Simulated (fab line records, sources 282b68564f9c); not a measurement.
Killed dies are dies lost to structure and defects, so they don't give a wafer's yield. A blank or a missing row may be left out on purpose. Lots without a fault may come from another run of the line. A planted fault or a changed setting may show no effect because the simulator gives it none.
Tool commonality check | flow rit_cmos | 14 lots, 42 wafers sampled

WHY IT WAS OPENED
At RIT_CONTACT_THK_MEAS_01 the reading CONTACT_TEOS_THK is flagged on 2 of 14 lots. Wafers without a fault read 395 nm, standard deviation 7.4.
Rule: a lot is flagged when every wafer of it that has a number lies more than 4 standard deviations from that mean, or none has a number. The other lots count as sound.

lot  | measured    | on            | CONTACT_TEOS_THK (nm), wafer by wafer | flag
L633 | day 3 02:46 | film_metro-01 | 395 391 402                           |
L634 | day 3 08:55 | film_metro-01 | 401 405 400                           |
L636 | day 3 19:07 | film_metro-03 | 387 393 389                           |
L637 | day 3 23:24 | film_metro-01 | 394 391 394                           |
L639 | day 4 10:37 | film_metro-01 | 392 394 387                           |
L640 | day 4 19:16 | film_metro-01 | 386 388 396                           |
L645 | day 5 19:02 | film_metro-01 | 389 395 398                           |
L646 | day 6 01:45 | film_metro-02 | 790 776 799                           | FLAGGED
L648 | day 6 08:27 | film_metro-03 | 762 788 784                           | FLAGGED
L650 | day 6 19:53 | film_metro-01 | 397 387 401                           |
L651 | day 7 01:47 | film_metro-03 | 381 393 387                           |
L652 | day 7 04:21 | film_metro-03 | 386 388 391                           |
L653 | day 7 11:32 | film_metro-03 | 398 396 406                           |
L655 | day 7 17:27 | film_metro-02 | 388 397 399                           |
The numbers of the flagged lots are 783 nm on average: +388 nm against the usual, or +52 standard deviations.

WHICH TOOL RAN EACH LOT
The record holds 1 process step before the reading, out of a route of 202 steps. In each cell: the tool, then ch and the chambers that the sampled wafers went through, then the start.
lot  | flag    | RIT_CONTACT_CVD_00
L633 |         | pecvd-02 ch 1,2, day 3 02:43
L634 |         | pecvd-04 ch 1,2, day 3 08:51
L636 |         | pecvd-02 ch 0,2, day 3 19:04
L637 |         | pecvd-04 ch 0,1,2, day 3 23:20
L639 |         | pecvd-02 ch 0,1, day 4 10:32
L640 |         | pecvd-04 ch 0,2, day 4 19:13
L645 |         | pecvd-02 ch 0,2, day 5 18:59
L646 | FLAGGED | pecvd-04 ch 1,2, day 6 01:28
L648 | FLAGGED | pecvd-02 ch 0,1,2, day 6 08:11
L650 |         | pecvd-01 ch 1,2, day 6 19:50
L651 |         | pecvd-02 ch 0,1, day 7 01:44
L652 |         | pecvd-04 ch 0,2, day 7 04:18
L653 |         | pecvd-01 ch 0,1,2, day 7 11:29
L655 |         | pecvd-04 ch 0,2, day 7 17:23
What these steps do:
- RIT_CONTACT_CVD_00: deposits SiO2 from TEOS, target thk 400 nm, time 61 s.
- RIT_CONTACT_THK_MEAS_01

FLAGGED OVER TOTAL, TOOL BY TOOL (the gauges that took the reading come last)
step                    | tool          | lots run | flagged | share of the flagged lots | sound lots run after its first flagged lot
RIT_CONTACT_CVD_00      | pecvd-01      | 2        | 0       | none                      | -
RIT_CONTACT_CVD_00      | pecvd-02      | 6        | 1       | some                      | 1 (L651)
RIT_CONTACT_CVD_00      | pecvd-04      | 6        | 1       | some                      | 2 (L652,L655)
RIT_CONTACT_THK_MEAS_01 | film_metro-01 | 7        | 0       | none                      | -
RIT_CONTACT_THK_MEAS_01 | film_metro-02 | 2        | 1       | some                      | 1 (L655)
RIT_CONTACT_THK_MEAS_01 | film_metro-03 | 5        | 1       | some                      | 3 (L651,L652,L653)

WHAT THE TABLE ALLOWS
No row of the table ran every flagged lot.

WHAT THE SIMULATOR HAD PUT IN
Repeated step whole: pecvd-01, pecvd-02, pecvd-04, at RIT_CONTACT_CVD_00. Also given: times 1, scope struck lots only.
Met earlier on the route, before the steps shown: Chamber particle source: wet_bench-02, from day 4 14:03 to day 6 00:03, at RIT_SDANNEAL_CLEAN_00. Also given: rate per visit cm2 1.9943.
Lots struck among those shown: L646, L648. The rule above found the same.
